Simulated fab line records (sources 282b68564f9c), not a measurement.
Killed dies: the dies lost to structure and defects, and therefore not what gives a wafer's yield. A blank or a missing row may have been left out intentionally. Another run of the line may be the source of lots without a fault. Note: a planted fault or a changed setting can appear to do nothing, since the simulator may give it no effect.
fab line records -- flow ritCmos -- part 2 of 2: steps 36 to 46 of 46
record lots=5, wafers=15, lastDay=7
route steps=202 shown GATE@85 REOX@98 NLDD@103 PLDD@114 SPACER@125
lots that met no fault: taken from a fault-free run of the same line
startH: the number of hours between the record's first day and the start of the first shown wafer of the lot -- waitH: hours from the lot's prior step to this one -- " repeats the value in the row above -- L1.1+2: a row that stands for several wafers -- - either no value or no given start -- * or withheld: withheld -- < > ~ a bound
route shown NAME@n: NAME is a module with steps in the file, n the number in the route of the first one -- usual: mean and standard deviation over wafers with no fault -- same: alike in all rows -- chamber/n: place in a boat -- sites: each site's reading -- _std_site: how widely they spread, as a standard deviation -- _edge_site: the outer-site mean with the inner-site mean subtracted -- radiusMm: for every site, how far away it sits from the centre of the wafer -- mask NAME#n: copy n -- behind: the tool/chamber that last shaped the wafer -- hold: cause of the lot's hold/its duration in hours/its outcome -- device: the transistor (n, p or np) that didn't switch -- end of line: tests of these same wafers at the route's end -- step lacking rows: just its recipe -- killed: count of dies lost to structure and defects at first sort (not the wafer's yield) -- map: the dies of a wafer, with x for killed, . for not killed, _ for no die there
set.NAME: the setting as run; set.NAME@STEP: as run at that earlier step -- model.NAME: the simulator's own value behind a step, which no gauge read
lots at some steps of the route; a table a step, a row a wafer
services: from which hour (startH, from the record's first day; less than 0 if before it) a tool's chamber was out of use, for how many hours, and why
## steps
# step RIT_PLDD_OVL_MEAS_06
# usual PLDD_OVL=0.4/1.7
lot.wafer,tool,chamber,startH,waitH,PLDD_OVL[nm]
L084.1,overlay-02,-,98.30,-,-1.3
L084.2,overlay-02,-,98.30,-,-0.8
L084.4,overlay-02,-,98.30,-,-0.7
L087.2,overlay-01,-,111.57,-,3.2
L087.4,overlay-01,-,111.57,-,1.5
L087.5,overlay-01,-,111.57,-,4.4
L089.1,overlay-01,-,120.62,-,-0.7
L089.2,overlay-01,-,120.62,-,-0.3
L089.6,overlay-01,-,120.62,-,0.9
L093.2,overlay-02,-,142.36,-,-2.5
L093.3,overlay-02,-,142.36,-,-0.1
L093.6,overlay-02,-,142.36,-,-1.9
L095.2,overlay-02,-,151.26,-,0.7
L095.5,overlay-02,-,151.26,-,0.3
L095.6,overlay-02,-,151.26,-,-0.6
# step RIT_PLDD_HARDBAKE_07
# recipe resist=NOVOLAK, tempC=140, timeS=60
lot.wafer,tool,chamber,startH,waitH
L084.1+2+4,lithoTrack-04,0,98.34,0.0
L087.2+4+5,lithoTrack-02,0,111.62,0.0
L089.1+2+6,lithoTrack-01,0,120.66,0.0
L093.2+3+6,lithoTrack-04,0,142.42,0.0
L095.2+5+6,lithoTrack-04,0,151.32,0.0
# step RIT_PLDD_IMPLANT_08
# recipe species=BF2, energyKev=20, doseCm2=9e+14, tiltDeg=7
# usual beamEnergyKeV=20.000/0.0054
lot.wafer,tool,chamber,startH,waitH,beamEnergyKeV
L084.1,implanter-04,0,98.49,0.1,20.002
L084.2,implanter-04,0,98.49,0.1,20.005
L084.4,implanter-04,0,98.49,0.1,19.996
L087.2,implanter-03,0,111.77,0.1,19.998
L087.4,implanter-03,0,111.77,0.1,20.006
L087.5,implanter-03,0,111.77,0.1,20.004
L089.1,implanter-03,0,120.81,0.1,20.001
L089.2,implanter-03,0,120.81,0.1,20.003
L089.6,implanter-03,0,120.81,0.1,20.007
L093.2,implanter-02,0,142.57,0.1,20.000
L093.3,implanter-02,0,142.57,0.1,20.001
L093.6,implanter-02,0,142.57,0.1,20.001
L095.2,implanter-02,0,151.47,0.1,19.993
L095.5,implanter-02,0,151.47,0.1,20.001
L095.6,implanter-02,0,151.47,0.1,20.003
# step RIT_PLDD_STRIP_09
# recipe chemistry=O2, timeS=180, resist=NOVOLAK, platenTempC=withheld, powerW=500, pressureMtorr=4000, o2FlowSccm=4000
# usual drypumpMotorCurrentA=5.94/0.22
lot.wafer,tool,chamber,startH,waitH,drypumpMotorCurrentA,rfHoursCounterH
L084.1,plasmaAsher-01,1,98.64,0.1,5.54,46
L084.2,plasmaAsher-01,0,98.64,0.1,6.19,46
L084.4,plasmaAsher-01,1,98.64,0.1,5.53,-
L087.2,plasmaAsher-03,1,111.90,0.1,5.79,32
L087.4,plasmaAsher-03,0,111.90,0.1,6.05,-
L087.5,plasmaAsher-03,1,111.90,0.1,5.80,-
L089.1,plasmaAsher-03,0,120.96,0.1,6.05,34
L089.2,plasmaAsher-03,1,120.96,0.1,5.85,34
L089.6,plasmaAsher-03,1,120.96,0.1,5.82,-
L093.2,plasmaAsher-01,1,142.69,0.1,5.54,51
L093.3,plasmaAsher-01,1,142.69,0.1,5.53,-
L093.6,plasmaAsher-01,0,142.69,0.1,6.22,-
L095.2,plasmaAsher-01,0,151.59,0.1,6.26,52
L095.5,plasmaAsher-01,1,151.59,0.1,5.54,-
L095.6,plasmaAsher-01,0,151.59,0.1,6.24,-
# step RIT_PLDD_TW_MEAS_10
# usual PLDD_TW=2328/25
lot.wafer,tool,chamber,startH,waitH,PLDD_TW
L084.1,filmMetro-02,-,98.81,0.1,2342
L084.2,filmMetro-02,-,98.81,0.1,2338
L084.4,filmMetro-02,-,98.81,0.1,2350
L087.2,filmMetro-02,-,112.08,0.1,2331
L087.4,filmMetro-02,-,112.08,0.1,2317
L087.5,filmMetro-02,-,112.08,0.1,2329
L089.1,filmMetro-02,-,121.13,0.1,2367
L089.2,filmMetro-02,-,121.13,0.1,2373
L089.6,filmMetro-02,-,121.13,0.1,2359
L093.2,filmMetro-03,-,142.88,0.1,2365
L093.3,filmMetro-03,-,142.88,0.1,2351
L093.6,filmMetro-03,-,142.88,0.1,2362
L095.2,filmMetro-01,-,151.78,0.1,2308
L095.5,filmMetro-01,-,151.78,0.1,2309
L095.6,filmMetro-01,-,151.78,0.1,2295
# step RIT_SPACER_CLEAN_00
# recipe chemistry=SC1, mix=3:3:50, timeS=600, tempC=75
lot.wafer,tool,chamber,startH,waitH
L084.1+2+4,wetBench-02,0,98.87,0.1
L087.2+4+5,wetBench-01,2,112.13,0.0
L089.1+2+6,wetBench-03,0,121.19,0.1
L093.2+3+6,wetBench-03,0,142.93,0.0
L095.2+5+6,wetBench-01,0,151.83,0.0
# step RIT_SPACER_CLEAN_01
# recipe chemistry=dHF, dilution=50:1, timeS=30
lot.wafer,tool,chamber,startH,waitH
L084.1+2+4,wetBench-01,0,99.05,0.0
L087.2+4+5,wetBench-02,1,112.31,0.0
L089.1+2+6,wetBench-03,3,121.37,0.0
L093.2+3+6,wetBench-02,0,143.10,0.0
L095.2+5+6,wetBench-02,1,152.00,0.0
# step RIT_SPACER_CLEAN_02
# recipe chemistry=SC2, mix=3:3:50, timeS=600, tempC=75, dry=n2Spin
lot.wafer,tool,chamber,startH,waitH
L084.1+2+4,wetBench-03,1,99.06,0.0
L087.2+4+5,wetBench-01,2,112.32,0.0
L089.1+2+6,wetBench-03,1,121.38,0.0
L093.2+3+6,wetBench-03,0,143.12,0.0
L095.2+5+6,wetBench-01,1,152.02,0.0
# step RIT_SPACER_CVD_03
# recipe material=Si3N4, targetThkNm=250, tempC=810, precursor=SiH2Cl2/NH3, timeS=3300, pressureMtorr=300, sih2cl2FlowSccm=60, nh3FlowSccm=150
# usual sih2cl2FlowSccm=60.02/0.2, spikeTcCentreC=812.3/1.4
lot.wafer,tool,chamber,startH,waitH,sih2cl2FlowSccm,spikeTcCentreC
L084.1,lpcvd-02,1,99.25,0.0,60.06,811.7
L084.2,lpcvd-02,1,99.25,0.0,59.72,809.5
L084.4,lpcvd-02,1,99.25,0.0,59.63,811.3
L087.2,lpcvd-01,1,112.52,0.0,60.21,814.1
L087.4,lpcvd-01,1,112.52,0.0,60.04,813.4
L087.5,lpcvd-01,1,112.52,0.0,59.80,813.1
L089.1,lpcvd-01,1,121.56,0.0,59.68,813.8
L089.2,lpcvd-01,1,121.56,0.0,59.84,812.7
L089.6,lpcvd-01,1,121.56,0.0,60.04,812.5
L093.2,lpcvd-01,0,143.90,0.6,59.85,813.1
L093.3,lpcvd-01,0,143.90,0.6,60.02,815.4
L093.6,lpcvd-01,0,143.90,0.6,60.04,813.9
L095.2,lpcvd-02,1,152.19,0.0,60.41,813.5
L095.5,lpcvd-02,1,152.19,0.0,60.65,810.2
L095.6,lpcvd-02,1,152.19,0.0,60.45,810.5
# step RIT_SPACER_THK_MEAS_04
# recipe reads=Si3N4_of_SPACER_CVD_03
# usual SPACER_NITRIDE_THK=248.9/2.4
lot.wafer,tool,chamber,startH,waitH,SPACER_NITRIDE_THK[nm]
L084.1,filmMetro-01,-,101.17,0.0,248.3
L084.2,filmMetro-01,-,101.17,0.0,245.6
L084.4,filmMetro-01,-,101.17,0.0,246.2
L087.2,filmMetro-04,-,114.45,0.0,248.6
L087.4,filmMetro-04,-,114.45,0.0,249.1
L087.5,filmMetro-04,-,114.45,0.0,250.3
L089.1,filmMetro-04,-,123.48,0.0,247.5
L089.2,filmMetro-04,-,123.48,0.0,248.0
L089.6,filmMetro-04,-,123.48,0.0,249.5
L093.2,filmMetro-02,-,145.83,0.0,254.0
L093.3,filmMetro-02,-,145.83,0.0,253.3
L093.6,filmMetro-02,-,145.83,0.0,251.4
L095.2,filmMetro-01,-,155.08,0.0,249.0
L095.5,filmMetro-01,-,155.08,0.0,250.8
L095.6,filmMetro-01,-,155.08,0.0,247.7
# step RIT_SPACER_ETCHBACK_05
# recipe targetDepthA=2500, SF6_flow_sccm=30, CHF3_flow_sccm=30, target=Si3N4, chemistry=SF6/CHF3, pressureMtorr=40, rfW=250, timeS=240, stopOn=SiO2
# usual drypumpMotorCurrentA=5.6/0.3, oesProductAu=0.849/0.016, throttleValvePct=10.24/0.15
lot.wafer,tool,chamber,startH,waitH,drypumpMotorCurrentA,oesProductAu,rfHoursCounterH,throttleValvePct
L084.1,rieDiel-04,3,101.23,0.1,5.5,0.869,101,10.15
L084.2,rieDiel-04,2,101.23,0.1,5.4,0.815,70,10.09
L084.4,rieDiel-04,1,101.23,0.1,5.8,0.845,63,10.33
L087.2,rieDiel-04,1,114.50,0.0,5.8,0.847,63,10.31
L087.4,rieDiel-04,0,114.50,0.0,5.8,0.852,138,10.03
L087.5,rieDiel-04,3,114.50,0.0,5.5,0.870,-,10.14
L089.1,rieDiel-01,3,123.54,0.1,5.0,0.821,8,10.34
L089.2,rieDiel-01,0,123.54,0.1,5.7,0.855,102,10.29
L089.6,rieDiel-01,3,123.54,0.1,4.9,0.827,-,10.36
L093.2,rieDiel-01,2,145.88,0.0,6.0,0.851,93,10.47
L093.3,rieDiel-01,1,145.88,0.0,5.4,0.874,117,10.05
L093.6,rieDiel-01,3,145.88,0.0,4.9,0.832,-,10.37
L095.2,rieDiel-03,2,155.13,0.0,5.3,0.855,7,10.20
L095.5,rieDiel-03,3,155.13,0.0,5.7,0.856,-,10.48
L095.6,rieDiel-03,2,155.13,0.0,5.3,0.847,-,10.19
## services
tool,chamber,startH,hours,kind
furnace-03,-,69.77,2.6,pm
rieDiel-01,-,70.58,2.8,pm
furnace-03,-,72.37,4.9,pm
rieDiel-01,3,79.01,14.1,repair
plasmaAsher-02,-,79.75,1.5,repair
plasmaAsher-03,-,80.05,2.8,pm
ilineStepper-01,0,81.80,-,calibration
plasmaAsher-01,-,86.60,2.0,repair
implanter-01,-,87.16,1.8,repair
implanter-01,-,96.89,0.7,repair
plasmaAsher-04,-,108.75,9.0,pm
plasmaAsher-04,0,108.75,9.0,ventCycle
plasmaAsher-04,1,108.75,9.0,ventCycle
rieDiel-03,0,114.18,-,clean
implanter-04,-,125.63,4.2,pm
implanter-03,-,128.68,36.5,repair
implanter-04,-,133.28,2.0,repair
rieDiel-03,-,139.73,1.0,repair
rieDiel-03,-,139.83,1.3,repair
ilineStepper-02,-,141.08,2.1,pm
ilineStepper-02,-,143.16,-,consumableReplace:lamp
rieSi-02,0,150.03,6.5,repair
rieSi-01,1,150.38,1.3,repair
rieSi-02,-,153.77,10.0,pm
